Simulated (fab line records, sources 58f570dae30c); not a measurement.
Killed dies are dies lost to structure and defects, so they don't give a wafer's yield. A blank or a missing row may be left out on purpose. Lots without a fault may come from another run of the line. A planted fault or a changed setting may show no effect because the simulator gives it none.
Which tool did it? | flow berkeley_cmos170 | 7 lots, 21 wafers sampled, at 1 step of a route of 331

WHAT THE GAUGES READ, wafer by wafer
UCB170_WELLDRIVE_THK_MEAS_02.
lot  | measured    | on            | WELLDRIVE_OXIDE_THK (nm)
L610 | day 4 08:50 | film_metro-02 | 200 198 197
L614 | day 5 01:40 | film_metro-04 | 198 201 202
L617 | day 5 13:37 | film_metro-03 | 201 202 206
L620 | day 6 07:37 | film_metro-04 | 198 201 199
L622 | day 6 16:47 | film_metro-04 | 202 196 202
L626 | day 7 13:02 | film_metro-04 | 201 202 203
L628 | day 8 07:21 | film_metro-04 | 203 199 202

WHICH TOOL RAN EACH LOT (tool, then ch and the chambers of the sampled wafers, then the start)
The record holds no process step before these readings.

THE ANSWER, worked out from the rows above alone
Rule: what is usual is taken from the lots themselves. Put in order of their means at a reading, lots are off if they are a third of the lots or fewer, leave a main group of 4 or more, and stand apart from it by a gap of 3 or more times the standard deviation of the main group's means; of several such gaps the widest counts. A main group whose means are all the same, to the digits that the tables above print for the reading, isn't used. A lot without any number at a reading at which 4 lots or more have one is off too. The other lots that the step has rows for count as sound.
No lot is off at any reading shown: from this, nothing can be told.

WHAT THE SIMULATOR HAD PUT IN
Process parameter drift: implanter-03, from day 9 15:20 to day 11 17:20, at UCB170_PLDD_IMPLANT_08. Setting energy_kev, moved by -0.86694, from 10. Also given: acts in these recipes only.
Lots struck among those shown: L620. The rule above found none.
